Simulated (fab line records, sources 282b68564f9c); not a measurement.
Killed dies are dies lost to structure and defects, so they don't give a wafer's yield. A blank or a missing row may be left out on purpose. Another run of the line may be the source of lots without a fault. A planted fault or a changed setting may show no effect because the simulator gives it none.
Code-filled problem report in 8D (eight disciplines) form | flow rit-cmos | the parts of the form that need people (team, actions taken, sign-off) are left out

1. WHAT WENT WRONG
Mean M1_AL_RS at RIT_M1_RS_MEAS_01: 0.0820 ohm/sq over 2 wafers in 2 lots; fault-free wafers: 0.0736 ohm/sq, standard deviation 0.00073. That is +12 standard deviations from the usual mean.
The step: measures by four-point-probe.
First observed at day 5 12:20: wafer L222.1, on film-metro-04. At this step, 42 wafers from 14 lots have a number in the record. Rule for "out", or "out of limits": more than 4 standard deviations from the usual mean. The other wafers with a number count as sound.

2. WHAT IT IS, AND WHAT IT ISN'T
question                    | is               | is not
which readings at this step | M1_AL_RS         | -
which lots                  | L222, L226       | L211, L212, L213, L214, L215, L216, L217, L218, L219, L230, L232, L234
which wafers of those lots  | L222.1, L226.4   | L222.3, L222.4, L226.1, L226.3
read on which gauges        | film-metro-04    | film-metro-02, film-metro-03
when                        | from day 5 12:20 | up to then (29 sound wafers); but 11 sound wafers of L226, L230, L232, L234 came after

3. SUSPECTS, AND WHAT RULES EACH OUT
Counting: if a tool at a process step up to the reading ran every lot that is out, it stays a suspect. Sound lots after the first of them don't rule it out here, since some wafers of a struck lot are sound.
- the gauge at RIT_M1_RS_MEAS_01 is ruled out. All the wafers that are out were read on film-metro-04, but those of them that RIT_M1_METAL_ETCH_12 has rows for are out there too, on other tools.
- pvd-sputter-02 at RIT_M1_SPUTTER_00 (material Al, target thk 400 nm, time 500 s): kept. It processed each lot that is out (first: L222, day 5 12:02); up to then, its last sound lot is L218 (day 4 15:31).
After counting, what remains is pvd-sputter-02 at RIT_M1_SPUTTER_00.

4. THE CAUSE (what the simulator had put in)
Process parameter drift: pvd-sputter-02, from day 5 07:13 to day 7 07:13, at RIT_M1_SPUTTER_00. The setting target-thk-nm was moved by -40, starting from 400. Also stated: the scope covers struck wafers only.
Only this tool survived the counting.

5. SEQUENCE OF EFFECTS, ordered by route
Rows list readings where the struck wafers' mean (over those with a number) sits beyond 3 standard deviations from the usual. Scope: only readings with a usual standard deviation given in the record; hours: median across lots of the time from each lot's start at the first step in this table that gives one to its start at this step; sigmas: change in usual standard deviations.
hours | step                 | reading        | usual         | on struck wafers | change  | sigmas
0     | RIT_M1_RS_MEAS_01    | M1_AL_RS       | 0.0736 ohm/sq | 0.0820           | +0.0084 | +12
0     | RIT_M1_THK_MEAS_02   | M1_AL_THK      | 395 nm        | 356              | -40     | -9.9
2     | RIT_M1_METAL_ETCH_12 | oes-product-au | 0.776 a.u.    | 0.720            | -0.056  | -5.1
The process steps in it:
- RIT_M1_METAL_ETCH_12: etches Al in Cl2/BCl3, stops on SiO2, time 165 s, target depth 600 nm.

6. HOW IT WOULD HAVE BEEN CAUGHT EARLIER
Counted from the fault's start at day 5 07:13, it took 5 hours until the first out-of-limits reading at a measuring or inspecting step in this record, taken at day 5 12:20.
Tool readings at RIT_M1_SPUTTER_00 with a usual standard deviation given in the record: none out on any struck wafer, hence no alarm at a limit of 4 standard deviations on them.
Of the lots that are out (2), L226 began RIT_M1_SPUTTER_00 on pvd-sputter-02 after day 5 12:20. A tool hold placed at that time would have kept it from harm.
